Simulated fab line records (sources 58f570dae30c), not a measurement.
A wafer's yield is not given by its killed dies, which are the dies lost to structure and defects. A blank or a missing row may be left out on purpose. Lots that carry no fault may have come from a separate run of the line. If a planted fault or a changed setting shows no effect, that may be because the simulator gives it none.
Which tool is to blame? ; flow berkeley-cmos170 ; 14 lots with 42 wafers sampled at 5 steps, on a route of 331 steps

== WHAT THE GAUGES READ, wafer by wafer ==
UCB170_ACTIVE_CD_MEAS_90: target cd 1200 nm.
lot;measured;on;cd-nm (nm)
L628;day 5 03:14;cd-sem-01;1200.8 1200.7 1201.5
L629;day 5 08:56;cd-sem-01;1200.3 1199.9 1199.5
L632;day 5 19:11;cd-sem-01;1200.9 1202.3 1200.2
L636;day 6 03:20;cd-sem-01;1201.3 1201.3 1202.1
L633;day 6 03:27;cd-sem-01;1197.1 1198.2 1197.9
L637;day 6 23:27;cd-sem-02;1199.1 1199.1 1199.9
L640;day 7 11:23;cd-sem-02;1198.2 1198.4 1200.0
L639;day 7 11:42;cd-sem-02;1198.9 1199.7 1198.8
L642;day 7 18:50;cd-sem-01;1200.9 1201.3 1199.6
L646;day 8 15:33;cd-sem-01;1199.0 1198.7 1197.6
L644;day 8 16:05;cd-sem-01;1201.6 1201.4 1201.0
L648;day 8 19:48;cd-sem-01;1198.6 1199.3 1200.4
L647;day 8 19:55;cd-sem-02;1198.2 1196.7 1197.0
L651;day 10 00:31;cd-sem-02;1199.2 1200.4 1199.9

UCB170_PFIELD_TW_MEAS_09.
lot;measured;on;PFIELD_TW
L628;day 5 05:07;film-metro-03;604 601 600
L629;day 5 10:22;film-metro-02;601 602 600
L632;day 5 20:56;film-metro-01;589 593 592
L636;day 6 05:18;film-metro-01;589 590 589
L633;day 6 05:21;film-metro-03;604 604 604
L637;day 7 01:07;film-metro-01;590 591 593
L640;day 7 13:32;film-metro-01;592 590 592
L639;day 7 14:07;film-metro-03;605 603 605
L642;day 7 21:27;film-metro-03;606 603 608
L646;day 8 18:59;film-metro-02;646 650 655
L644;day 8 19:32;film-metro-01;593 593 589
L648;day 8 22:20;film-metro-02;655 651 653
L647;day 8 22:08;film-metro-03;596 598 601
L651;day 10 03:19;film-metro-01;588 589 587

UCB170_NLDD_TW_MEAS_11.
lot;measured;on;NLDD_TW
L628;day 7 20:47;film-metro-04;2239 2228 2235
L629;day 8 00:41;film-metro-04;2225 2204 2216
L632;day 8 06:14;film-metro-04;2208 2223 2218
L636;day 8 17:56;film-metro-04;2214 2230 2209
L633;day 8 18:31;film-metro-03;2206 2214 2203
L637;day 9 06:56;film-metro-04;2206 2206 2211
L640;day 9 18:35;film-metro-03;2232 2231 2233
L639;day 9 17:54;film-metro-03;2220 2229 2223
L642;day 10 07:50;film-metro-04;2209 2200 2207
L646;day 11 06:37;film-metro-03;2223 2233 2212
L644;day 11 07:21;film-metro-02;2215 2208 2209
L648;day 11 07:29;film-metro-04;2226 2228 2211
L647;day 11 07:11;film-metro-04;2230 2222 2227
L651;day 12 18:02;film-metro-03;2232 2231 2228

== TOOL THAT RAN EACH LOT (tool first, then ch and the chambers of the sampled wafers, then the start) ==
lot;UCB170_PFIELD_IMPLANT_07;UCB170_GATE_STRIP_16
L628;implanter-02 ch 0, day 5 04:53;plasma-asher-01 ch 0,1, day 7 15:44
L629;implanter-01 ch 0, day 5 10:07;plasma-asher-02 ch 0,1, day 7 20:26
L632;implanter-02 ch 0, day 5 20:43;plasma-asher-01 ch 0,1, day 8 02:14
L636;implanter-03 ch 0, day 6 05:04;plasma-asher-04 ch 0,1, day 8 12:23
L633;implanter-02 ch 0, day 6 05:06;plasma-asher-04 ch 0,1, day 8 12:43
L637;implanter-03 ch 0, day 7 00:53;plasma-asher-01 ch 0, day 9 03:18
L640;implanter-03 ch 0, day 7 13:17;plasma-asher-01 ch 0,1, day 9 13:43
L639;implanter-02 ch 0, day 7 13:53;plasma-asher-04 ch 0,1, day 9 13:28
L642;implanter-03 ch 0, day 7 21:13;plasma-asher-01 ch 0,1, day 10 02:52
L646;implanter-03 ch 0, day 8 18:44;plasma-asher-04 ch 0,1, day 11 01:55
L644;implanter-01 ch 0, day 8 19:18;plasma-asher-04 ch 0,1, day 11 02:29
L648;implanter-03 ch 0, day 8 22:06;plasma-asher-02 ch 0,1, day 11 02:33
L647;implanter-02 ch 0, day 8 21:54;plasma-asher-04 ch 0,1, day 11 02:17
L651;implanter-01 ch 0, day 10 03:04;plasma-asher-04 ch 0,1, day 12 11:32
- UCB170_PFIELD_IMPLANT_07
- UCB170_GATE_STRIP_16: strips in O2.

== WHAT THE TOOLS THEMSELVES READ (means of the sampled wafers that have a number; where no wafer has one, the mark that the record gives instead) ==
UCB170_PFIELD_IMPLANT_07.
lot;tool;dose-ions-cm2;end-station-pressure-torr (Torr);faraday-current-uA
L628;implanter-02;1.9997e+13;5.09e-06;61.4
L629;implanter-01;2.0017e+13;4.88e-06;63.7
L632;implanter-02;2.0005e+13;5.41e-06;64.2
L636;implanter-03;1.9987e+13;5.20e-06;62.2
L633;implanter-02;2.0004e+13;5.39e-06;63.7
L637;implanter-03;1.9991e+13;5.10e-06;63.2
L640;implanter-03;2.0005e+13;4.96e-06;63.2
L639;implanter-02;1.9990e+13;5.06e-06;62.8
L642;implanter-03;1.9997e+13;4.91e-06;61.8
L646;implanter-03;2.6018e+13;5.29e-06;83.1
L644;implanter-01;2.0011e+13;4.85e-06;62.7
L648;implanter-03;2.5996e+13;4.91e-06;83.8
L647;implanter-02;1.9995e+13;5.02e-06;63.2
L651;implanter-01;1.9976e+13;4.94e-06;63.1

UCB170_GATE_STRIP_16.
lot;tool;drypump-motor-current-A (A);oes-product-au (a.u.)
L628;plasma-asher-01;5.33;0.730
L629;plasma-asher-02;5.60;0.726
L632;plasma-asher-01;5.32;0.723
L636;plasma-asher-04;5.12;0.726
L633;plasma-asher-04;5.18;0.725
L637;plasma-asher-01;5.35;0.724
L640;plasma-asher-01;5.35;0.728
L639;plasma-asher-04;5.19;0.722
L642;plasma-asher-01;5.33;0.728
L646;plasma-asher-04;5.20;0.722
L644;plasma-asher-04;5.17;0.729
L648;plasma-asher-02;5.60;0.728
L647;plasma-asher-04;5.19;0.720
L651;plasma-asher-04;5.19;0.721

== THE ANSWER, worked out from the rows above alone ==
Rule: the usual values come from the lots themselves. Put in order of their means at a reading, lots are off if they are a third of the lots or fewer, leave a main group of 4 or more, and stand apart from it by a gap of 3 or more times the standard deviation of the main group's means; of several such gaps the widest counts. The tables above print the reading to a certain number of digits; a main group whose means all agree to those digits is not used. A lot without any number at a reading at which 4 lots or more have one is off too. Any other lot the step has rows for is counted as sound. Order of review: gauges by route order, followed by the tools' own readings, for which a lot's mean as printed above is used. At the first step where some lot is off, the reading lying furthest off is the one used; lots without a number count as furthest.
Off: L646, L648, seen at UCB170_PFIELD_TW_MEAS_09 (PFIELD_TW). For the main group the mean is 596 and the standard deviation 6.3.
If a tool, at a process step before that reading, ran all the lots that are off and no sound lot after the first of them, it fits. The gauges at UCB170_PFIELD_TW_MEAS_09 aren't tried: what is off there is off at UCB170_PFIELD_IMPLANT_07 too, on other tools, and a gauge's error can't cause that. One fits: implanter-03 at UCB170_PFIELD_IMPLANT_07. Its last sound lot is L642 (day 7 21:13), its first lot that is off L646 (day 8 18:44): a fault that began between those two fits.
The tool's own readings at UCB170_PFIELD_IMPLANT_07 bear it out: on the lots that are off they differ by more than 5 times the standard deviation of the sound lots' means. dose-ions-cm2 reads 2.6007e+13 there against 1.9998e+13 on the sound lots; faraday-current-uA reads 83.4 there against 62.9 on the sound lots.

== WHAT THE SIMULATOR PUT IN ==
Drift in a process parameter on implanter-03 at UCB170_PFIELD_IMPLANT_07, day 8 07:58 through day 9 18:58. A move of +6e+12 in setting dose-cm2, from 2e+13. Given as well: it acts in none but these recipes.
Lots struck among those shown: L646, L648. The rule above reached the same finding.
